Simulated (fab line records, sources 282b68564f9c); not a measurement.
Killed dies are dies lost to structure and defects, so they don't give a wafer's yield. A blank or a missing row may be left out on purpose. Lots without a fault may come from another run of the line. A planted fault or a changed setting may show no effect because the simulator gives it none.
One fault seen from 2 desks | flow rit_cmos | each desk has only its own numbers; what lay behind them comes last

THE TOOL OWNER'S DESK: implanter-04
The tool's own readings at RIT_PSD_IMPLANT_08: means of the sampled wafers that have a number, for each lot that ran on this tool. A lot is out of limits, marked OUT, if its mean lies more than 4 standard deviations from the usual mean; the brackets give that distance.
Columns: A = beam_on_s at RIT_PSD_IMPLANT_08, usual 13.3 s; B = dose_ions_cm2 at RIT_PSD_IMPLANT_08, usual 4.999e+15; C = end_station_pressure_torr at RIT_PSD_IMPLANT_08, usual 1.37e-05 Torr
lot  | first seen here | A              | B                           | C
L778 | day 3 23:43     | 13.5           | 4.991e+15                   | 1.36e-05
L779 | day 4 04:36     | 13.4           | 4.999e+15                   | 1.45e-05
L785 | day 5 11:36     | 13.6           | 5.002e+15                   | 1.35e-05
L786 | day 5 15:14     | 25.5 (+29) OUT | 9.502e+15 (+99 or more) OUT | 1.18e-05
L787 | day 5 18:41     | 25.3 (+28) OUT | 9.498e+15 (+99 or more) OUT | 1.18e-05
L788 | day 6 07:33     | 25.4 (+29) OUT | 9.496e+15 (+99 or more) OUT | 1.16e-05
This desk's finding: out of limits on L786, L787, L788; first on L786, day 5 15:14 (beam_on_s at RIT_PSD_IMPLANT_08). In limits: L778, L779, L785.

THE METROLOGY DESK
What the gauges read, lot by lot, whatever tool the lot ran on: means of the sampled wafers that have a number. A lot is out of limits, marked OUT, if its mean lies more than 4 standard deviations from the usual mean; the brackets give that distance.
Columns: A = PSD_TW at RIT_PSD_TW_MEAS_10, usual 3413; B = PSD_RS at RIT_SDANNEAL_RS_MEAS_04, usual 115.90 ohm/sq
lot  | first seen here | A               | B
L774 | day 3 06:23     | 3401            | 115.95
L775 | day 3 10:07     | 3435            | 115.58
L777 | day 3 19:04     | 3365            | 115.60
L778 | day 4 00:01     | 3450            | 115.57
L779 | day 4 04:54     | 3406            | 115.76
L780 | day 4 08:40     | 3401            | 116.21
L781 | day 4 13:20     | 3452            | 116.24
L784 | day 5 07:34     | 3370            | 115.78
L785 | day 5 11:55     | 3372            | 115.61
L786 | day 5 15:34     | 3601 (+6.1) OUT | 107.75 (-29) OUT
L787 | day 5 19:01     | 3560 (+4.7) OUT | 107.98 (-28) OUT
L788 | day 6 08:01     | 3501            | 108.40 (-27) OUT
L789 | day 6 14:43     | 3444            | 115.94
L794 | day 7 14:29     | 3408            | 116.26
L795 | day 7 18:35     | 3456            | 115.80
This desk's finding: out of limits on L786, L787, L788; first on L786, day 5 15:34 (PSD_TW at RIT_PSD_TW_MEAS_10). In limits: L774, L775, L777, L778, L779, L780, L781, L784, L785, L789, L794, L795.

PUT TOGETHER
The tool owner's desk could have raised an alarm at day 5 15:14, on L786, L787, L788.
The metrology desk could have raised an alarm at day 5 15:34, on L786, L787, L788.
Of the lots named, all ran RIT_PSD_IMPLANT_08 on implanter-04.

WHAT THE SIMULATOR HAD PUT IN
Process parameter drift: implanter-04, from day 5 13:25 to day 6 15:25, at RIT_PSD_IMPLANT_08. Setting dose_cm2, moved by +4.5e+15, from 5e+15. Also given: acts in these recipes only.
Lots struck among those shown: L786, L787, L788.
Hours from the fault's start to each desk's first reading out of limits: the tool owner's desk, 2; the metrology desk, 2.
